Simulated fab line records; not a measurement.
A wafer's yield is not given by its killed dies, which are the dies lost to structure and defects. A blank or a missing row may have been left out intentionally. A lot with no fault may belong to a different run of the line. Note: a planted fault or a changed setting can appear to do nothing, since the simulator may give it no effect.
What tool caused it? / flow rit_cmos / 14 lots with 42 wafers sampled at 6 steps, on a route of 202 steps

## WHAT EACH GAUGE READ, for each wafer
RIT_ACTIVE_THK_MEAS_02.
lot=L673; measured=day 1 12:55; on=film_metro-01; ACTIVE_OXIDE_THK (nm)=46.2 46.6 47.4
lot=L674; measured=day 1 17:19; on=film_metro-01; ACTIVE_OXIDE_THK (nm)=48.6 48.2 48.4
lot=L675; measured=day 1 22:04; on=film_metro-04; ACTIVE_OXIDE_THK (nm)=47.9 47.4 47.9
lot=L676; measured=day 2 03:03; on=film_metro-04; ACTIVE_OXIDE_THK (nm)=45.6 46.1 46.2
lot=L678; measured=day 2 13:04; on=film_metro-01; ACTIVE_OXIDE_THK (nm)=47.9 47.3 48.2
lot=L679; measured=day 2 18:04; on=film_metro-03; ACTIVE_OXIDE_THK (nm)=47.4 47.2 47.5
lot=L680; measured=day 2 23:28; on=film_metro-03; ACTIVE_OXIDE_THK (nm)=44.9 45.8 45.8
lot=L681; measured=day 3 04:03; on=film_metro-04; ACTIVE_OXIDE_THK (nm)=46.6 45.5 46.5
lot=L682; measured=day 3 09:03; on=film_metro-03; ACTIVE_OXIDE_THK (nm)=47.6 47.3 47.7
lot=L683; measured=day 3 14:03; on=film_metro-04; ACTIVE_OXIDE_THK (nm)=46.6 46.9 46.6
lot=L686; measured=day 4 05:04; on=film_metro-04; ACTIVE_OXIDE_THK (nm)=46.7 47.1 47.2
lot=L690; measured=day 5 01:03; on=film_metro-03; ACTIVE_OXIDE_THK (nm)=47.4 47.6 47.3
lot=L691; measured=day 5 06:04; on=film_metro-01; ACTIVE_OXIDE_THK (nm)=46.1 45.5 45.9
lot=L692; measured=day 5 12:19; on=film_metro-04; ACTIVE_OXIDE_THK (nm)=46.6 46.6 46.0

RIT_PLDD_TW_MEAS_10.
lot=L673; measured=day 2 19:13; on=film_metro-04; PLDD_TW=2352 2326 2341
lot=L674; measured=day 3 05:01; on=film_metro-03; PLDD_TW=2387 2386 2390
lot=L675; measured=day 3 07:13; on=film_metro-01; PLDD_TW=2366 2364 2364
lot=L676; measured=day 3 11:25; on=film_metro-03; PLDD_TW=2365 2369 2389
lot=L678; measured=day 3 20:33; on=film_metro-04; PLDD_TW=2355 2332 2344
lot=L679; measured=day 4 00:56; on=film_metro-03; PLDD_TW=2355 2362 2365
lot=L680; measured=day 4 06:01; on=film_metro-04; PLDD_TW=2350 2356 2350
lot=L681; measured=day 4 12:10; on=film_metro-03; PLDD_TW=2349 2368 2358
lot=L682; measured=day 4 17:31; on=film_metro-04; PLDD_TW=2350 2351 2351
lot=L683; measured=day 4 20:34; on=film_metro-03; PLDD_TW=2361 2361 2352
lot=L686; measured=day 5 14:47; on=film_metro-03; PLDD_TW=2351 2355 2358
lot=L690; measured=day 6 10:00; on=film_metro-03; PLDD_TW=2368 2370 2367
lot=L691; measured=day 6 13:45; on=film_metro-01; PLDD_TW=2259 2252 2248
lot=L692; measured=day 6 19:43; on=film_metro-04; PLDD_TW=2252 2250 2253

RIT_SDANNEAL_RS_MEAS_06: measurement is done with a four-point probe.
lot=L673; measured=day 3 01:38; on=film_metro-03; PLDD_RS (ohm/sq)=178.0 178.5 177.7
lot=L674; measured=day 3 11:05; on=film_metro-04; PLDD_RS (ohm/sq)=179.1 178.9 178.9
lot=L675; measured=day 3 13:25; on=film_metro-03; PLDD_RS (ohm/sq)=178.0 177.9 177.6
lot=L676; measured=day 3 17:31; on=film_metro-01; PLDD_RS (ohm/sq)=177.9 178.0 177.8
lot=L678; measured=day 4 02:49; on=film_metro-03; PLDD_RS (ohm/sq)=178.2 178.0 178.1
lot=L679; measured=day 4 07:24; on=film_metro-01; PLDD_RS (ohm/sq)=178.9 179.0 178.2
lot=L680; measured=day 4 12:34; on=film_metro-01; PLDD_RS (ohm/sq)=179.3 178.6 178.3
lot=L681; measured=day 4 18:29; on=film_metro-04; PLDD_RS (ohm/sq)=178.6 178.8 179.3
lot=L682; measured=day 4 23:43; on=film_metro-03; PLDD_RS (ohm/sq)=179.2 179.1 178.9
lot=L683; measured=day 5 02:52; on=film_metro-01; PLDD_RS (ohm/sq)=179.1 178.8 179.1
lot=L686; measured=day 5 21:05; on=film_metro-03; PLDD_RS (ohm/sq)=178.5 177.8 178.0
lot=L690; measured=day 6 16:28; on=film_metro-03; PLDD_RS (ohm/sq)=178.6 178.1 178.3
lot=L691; measured=day 6 20:23; on=film_metro-04; PLDD_RS (ohm/sq)=197.1 198.0 197.8
lot=L692; measured=day 7 01:56; on=film_metro-03; PLDD_RS (ohm/sq)=195.9 196.5 196.5

RIT_SILICIDE_RS_MEAS_02: measurement is done with a four-point probe.
lot=L673; measured=day 3 02:02; on=film_metro-02; SILICIDE_TI_RS (ohm/sq)=46.7 47.1 47.3
lot=L674; measured=day 3 11:29; on=film_metro-02; SILICIDE_TI_RS (ohm/sq)=46.6 46.9 47.3
lot=L675; measured=day 3 13:50; on=film_metro-01; SILICIDE_TI_RS (ohm/sq)=47.3 47.7 47.4
lot=L676; measured=day 3 17:56; on=film_metro-04; SILICIDE_TI_RS (ohm/sq)=46.2 46.6 47.1
lot=L678; measured=day 4 03:14; on=film_metro-01; SILICIDE_TI_RS (ohm/sq)=47.4 47.2 47.6
lot=L679; measured=day 4 07:48; on=film_metro-04; SILICIDE_TI_RS (ohm/sq)=47.5 47.0 47.7
lot=L680; measured=day 4 12:59; on=film_metro-01; SILICIDE_TI_RS (ohm/sq)=47.9 47.5 47.3
lot=L681; measured=day 4 18:53; on=film_metro-02; SILICIDE_TI_RS (ohm/sq)=47.2 47.7 47.7
lot=L682; measured=day 5 00:07; on=film_metro-04; SILICIDE_TI_RS (ohm/sq)=47.3 47.4 47.1
lot=L683; measured=day 5 03:17; on=film_metro-04; SILICIDE_TI_RS (ohm/sq)=48.4 48.4 48.3
lot=L686; measured=day 5 21:29; on=film_metro-01; SILICIDE_TI_RS (ohm/sq)=46.8 46.9 47.5
lot=L690; measured=day 6 16:52; on=film_metro-04; SILICIDE_TI_RS (ohm/sq)=47.3 48.1 47.5
lot=L691; measured=day 6 20:48; on=film_metro-01; SILICIDE_TI_RS (ohm/sq)=48.4 48.9 48.7
lot=L692; measured=day 7 02:20; on=film_metro-02; SILICIDE_TI_RS (ohm/sq)=48.9 48.7 47.9

## WHAT TOOL EACH LOT RAN ON (gives the tool, then ch and the chambers of the sampled wafers, and finally the start)
lot=L673; RIT_PWELL_STRIP_09=plasma_asher-04 ch 1, day 1 23:26; RIT_PLDD_IMPLANT_08=implanter-03 ch 0, day 2 18:53
lot=L674; RIT_PWELL_STRIP_09=plasma_asher-01 ch 0,1, day 2 08:37; RIT_PLDD_IMPLANT_08=implanter-03 ch 0, day 3 04:41
lot=L675; RIT_PWELL_STRIP_09=plasma_asher-02 ch 0,1, day 2 10:46; RIT_PLDD_IMPLANT_08=implanter-04 ch 0, day 3 06:54
lot=L676; RIT_PWELL_STRIP_09=plasma_asher-01 ch 0,1, day 2 13:39; RIT_PLDD_IMPLANT_08=implanter-04 ch 0, day 3 11:06
lot=L678; RIT_PWELL_STRIP_09=plasma_asher-02 ch 0,1, day 2 23:26; RIT_PLDD_IMPLANT_08=implanter-04 ch 0, day 3 20:14
lot=L679; RIT_PWELL_STRIP_09=plasma_asher-01 ch 0,1, day 3 04:27; RIT_PLDD_IMPLANT_08=implanter-04 ch 0, day 4 00:38
lot=L680; RIT_PWELL_STRIP_09=plasma_asher-01 ch 0,1, day 3 09:46; RIT_PLDD_IMPLANT_08=implanter-04 ch 0, day 4 05:41
lot=L681; RIT_PWELL_STRIP_09=plasma_asher-04 ch 0,1, day 3 15:35; RIT_PLDD_IMPLANT_08=implanter-04 ch 0, day 4 11:51
lot=L682; RIT_PWELL_STRIP_09=plasma_asher-02 ch 0,1, day 3 19:32; RIT_PLDD_IMPLANT_08=implanter-01 ch 0, day 4 17:11
lot=L683; RIT_PWELL_STRIP_09=plasma_asher-04 ch 0,1, day 4 00:35; RIT_PLDD_IMPLANT_08=implanter-01 ch 0, day 4 20:15
lot=L686; RIT_PWELL_STRIP_09=plasma_asher-01 ch 0,1, day 4 15:50; RIT_PLDD_IMPLANT_08=implanter-03 ch 0, day 5 14:28
lot=L690; RIT_PWELL_STRIP_09=plasma_asher-01 ch 0,1, day 5 12:46; RIT_PLDD_IMPLANT_08=implanter-04 ch 0, day 6 09:40
lot=L691; RIT_PWELL_STRIP_09=plasma_asher-01 ch 0,1, day 5 17:14; RIT_PLDD_IMPLANT_08=implanter-03 ch 0, day 6 13:26
lot=L692; RIT_PWELL_STRIP_09=plasma_asher-02 ch 0,1, day 5 23:39; RIT_PLDD_IMPLANT_08=implanter-03 ch 0, day 6 19:23
- RIT_PWELL_STRIP_09: strips in O2, time 180 s.
- RIT_PLDD_IMPLANT_08

## WHAT THE TOOLS THEMSELVES READ (means of the sampled wafers that have a number; where no wafer has one, the mark that the record gives instead)
RIT_PWELL_STRIP_09.
lot=L673; tool=plasma_asher-04; drypump_motor_current_A (A)=5.8
lot=L674; tool=plasma_asher-01; drypump_motor_current_A (A)=5.0
lot=L675; tool=plasma_asher-02; drypump_motor_current_A (A)=5.8
lot=L676; tool=plasma_asher-01; drypump_motor_current_A (A)=4.9
lot=L678; tool=plasma_asher-02; drypump_motor_current_A (A)=5.8
lot=L679; tool=plasma_asher-01; drypump_motor_current_A (A)=4.8
lot=L680; tool=plasma_asher-01; drypump_motor_current_A (A)=5.0
lot=L681; tool=plasma_asher-04; drypump_motor_current_A (A)=5.5
lot=L682; tool=plasma_asher-02; drypump_motor_current_A (A)=5.8
lot=L683; tool=plasma_asher-04; drypump_motor_current_A (A)=5.6
lot=L686; tool=plasma_asher-01; drypump_motor_current_A (A)=5.0
lot=L690; tool=plasma_asher-01; drypump_motor_current_A (A)=4.9
lot=L691; tool=plasma_asher-01; drypump_motor_current_A (A)=5.0
lot=L692; tool=plasma_asher-02; drypump_motor_current_A (A)=5.9

RIT_PLDD_IMPLANT_08.
lot=L673 tool=implanter-03 faraday_current_uA=2791
lot=L674 tool=implanter-03 faraday_current_uA=2805
lot=L675 tool=implanter-04 faraday_current_uA=2839
lot=L676 tool=implanter-04 faraday_current_uA=2880
lot=L678 tool=implanter-04 faraday_current_uA=2794
lot=L679 tool=implanter-04 faraday_current_uA=2806
lot=L680 tool=implanter-04 faraday_current_uA=2813
lot=L681 tool=implanter-04 faraday_current_uA=2825
lot=L682 tool=implanter-01 faraday_current_uA=2842
lot=L683 tool=implanter-01 faraday_current_uA=2806
lot=L686 tool=implanter-03 faraday_current_uA=2743
lot=L690 tool=implanter-04 faraday_current_uA=2867
lot=L691 tool=implanter-03 faraday_current_uA=2773
lot=L692 tool=implanter-03 faraday_current_uA=2822

## THE ANSWER, worked out from the rows above alone
Rule: the usual values come from the lots themselves. The widest of any qualifying gaps counts: lots, ordered by their means at a reading, are off when they make up no more than a third of the lots, leave a main group of 4 or more, and stand apart from it by 3 or more times the standard deviation of that group's means. Not used: any main group whose means are identical at the precision the tables above print for the reading. Also off: a lot with no number at a reading for which 4 or more lots have one. The other lots that the step has rows for count as sound. The gauges are gone through in route order, then the tools' own readings, and for those a lot's mean is taken as printed above. The first step at which some lot is off is used, and at that step the reading that is off furthest; a lot without a number counts as furthest.
Off: at RIT_PLDD_TW_MEAS_10 (PLDD_TW), L691, L692. Main group: mean 2359, sd 13.
If a tool, at a process step before that reading, ran all the lots that are off and no sound lot after the first of them, it fits. Those tools and the gauges at RIT_PLDD_TW_MEAS_10 are tried in the same way. One candidate fits, namely implanter-03 at RIT_PLDD_IMPLANT_08. A fault onset in the window from L686 (day 5 14:28, its last sound lot) to L691 (day 6 13:26, its first lot off) fits.

## WHAT WAS PUT IN BY THE SIMULATOR
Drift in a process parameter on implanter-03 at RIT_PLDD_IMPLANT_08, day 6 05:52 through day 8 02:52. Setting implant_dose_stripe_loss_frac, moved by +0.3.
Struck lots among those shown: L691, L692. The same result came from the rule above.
